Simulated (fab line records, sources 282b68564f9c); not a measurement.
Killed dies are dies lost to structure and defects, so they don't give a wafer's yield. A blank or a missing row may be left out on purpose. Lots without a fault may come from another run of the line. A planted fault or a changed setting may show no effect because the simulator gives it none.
Split-lot experiment | flow rit_cmos | 5 lots, 23 wafers read, on a route of 202 steps

THE SPLIT
At RIT_ACTIVE_COAT_06 (resist thk 1000 nm), the setting resist_thk_nm was moved away from the recipe's 1000 nm on 9 of the 23 wafers read, by -5.9% to +3.1%. The other wafers ran this setting at the recipe's value.

FROM THE SPLIT TO THE READING: what the file shows between them, 8 steps
- RIT_ACTIVE_SOFTBAKE_07: time 60 s
- RIT_ACTIVE_EXPOSE_08: exposes mask M1, target cd 1400 nm
- RIT_ACTIVE_PEB_09
- RIT_ACTIVE_DEVELOP_10: develop time 50 s
- RIT_ACTIVE_CD_MEAS_11: target cd 1400 nm
- RIT_ACTIVE_HARDBAKE_12: time 60 s
- RIT_ACTIVE_ETCH_13: etches Si3N4 in SF6, stops on SiO2, time 210 s, target depth 210 nm (also split here: pressure_mtorr)
- RIT_ACTIVE_STRIP_14: strips in O2, time 180 s

THE READING
cd_nm, in nm, at RIT_ACTIVE_CD_MEAS_90 (target cd 1400 nm). Fault-free wafers of this fab line usually give 1400.9 nm, standard deviation 2.6 nm.

wafer  | tool, chamber at the split | resist_thk_nm as run, nm | against the recipe | cd_nm, nm | against lot-mates on the recipe
L074.2 | litho_track-01, 0          | 1000                     | recipe             | 1398.9    | -
L074.3 | litho_track-01, 0          | 940.7                    | -5.9%              | 1391.6    | -7.2
L074.4 | litho_track-01, 0          | 940.7                    | -5.9%              | 1391.0    | -7.8
L074.5 | litho_track-01, 0          | 940.7                    | -5.9%              | 1393.1    | -5.7
L074.6 | litho_track-01, 0          | 1000                     | recipe             | 1398.7    | -
L076.2 | litho_track-01, 0          | 1000                     | recipe             | 1403.5    | -
L076.5 | litho_track-01, 0          | 1000                     | recipe             | 1401.8    | -
L076.6 | litho_track-01, 0          | 1000                     | recipe             | 1402.6    | -
L077.1 | litho_track-03, 0          | 1000                     | recipe             | 1407.4    | -
L077.3 | litho_track-03, 0          | 1000                     | recipe             | 1404.2    | -
L077.4 | litho_track-03, 0          | 1000                     | recipe             | 1407.5    | -
L077.5 | litho_track-03, 0          | 1000                     | recipe             | 1403.6    | -
L077.6 | litho_track-03, 0          | 1000                     | recipe             | 1406.8    | -
L079.1 | litho_track-01, 0          | 948.5                    | -5.1%              | 1395.5    | -4.2
L079.2 | litho_track-01, 0          | 948.5                    | -5.1%              | 1392.2    | -7.5
L079.4 | litho_track-01, 0          | 1000                     | recipe             | 1399.7    | -
L079.5 | litho_track-01, 0          | 1000                     | recipe             | 1399.6    | -
L079.6 | litho_track-01, 0          | 948.5                    | -5.1%              | 1397.2    | -2.5
L082.1 | litho_track-01, 0          | 1031                     | +3.1%              | 1402.7    | +3.5
L082.2 | litho_track-01, 0          | 1031                     | +3.1%              | 1401.2    | +2.0
L082.4 | litho_track-01, 0          | 1000                     | recipe             | 1399.8    | -
L082.5 | litho_track-01, 0          | 1000                     | recipe             | 1398.7    | -
L082.6 | litho_track-01, 0          | 1031                     | +3.1%              | 1402.5    | +3.2

THE FIT
A straight line over all 23 wafers: cd_nm changes by +1.28 nm for each +1% of resist_thk_nm; r = +0.77; the points scatter about the line by 3.2 nm.
The same after taking each lot's own level away (the mean of its wafers on the recipe; 23 wafers): +1.03 nm for each +1%; r = +0.92; scatter 1.3 nm.
On that fit, the largest move of resist_thk_nm shifts the reading by 6.1 nm.
The lots' own levels span 1398.80 to 1405.90 nm, that is 2.7 times the standard deviation above.
So the lot-to-lot level blurs the effect unless lot-mates are compared.
Check: with one of the wafers moved furthest among these (-5.9%) left out of the fit, the line predicts -5.96 nm for it against its lot-mates. It came out at -7.2 nm against them.

OTHER SPLITS ON THESE WAFERS
These wafers also went through other splits before the reading. Each is held against what the fit with the lots' levels taken away leaves over:
other split on the same wafers    | wafers away from the commonest value | r with cd_nm (lot level and that fit taken away)
RIT_ACTIVE_OXIDATION_01 temp_c    | 15                                   | +0.11
RIT_ACTIVE_ETCH_13 pressure_mtorr | 5                                    | -0.05

THE WHOLE CHAIN: every reading that the file lists as answering this split, in the file's order
step                   | what it does       | reading                                                                           | change (the file's fit)              | r (the file's)
RIT_ACTIVE_COAT_06     | resist thk 1000 nm | NOVOLAK_of_ACTIVE_COAT_06.thk_nm (the simulator's own value, which no gauge read) | +10.1 nm for each +1% of the setting | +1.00
RIT_ACTIVE_CD_MEAS_11  | target cd 1400 nm  | cd_nm                                                                             | +1.02 nm for each +1% of the setting | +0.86
RIT_ACTIVE_HARDBAKE_12 | time 60 s          | NOVOLAK_of_ACTIVE_COAT_06.thk_nm (the simulator's own value, which no gauge read) | +8.88 nm for each +1% of the setting | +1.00
RIT_ACTIVE_CD_MEAS_90  | target cd 1400 nm  | cd_nm                                                                             | +1.04 nm for each +1% of the setting | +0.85

THE FILE'S OWN FIT
cd_nm changes by +1.04 nm for each +1% of resist_thk_nm, r = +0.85.
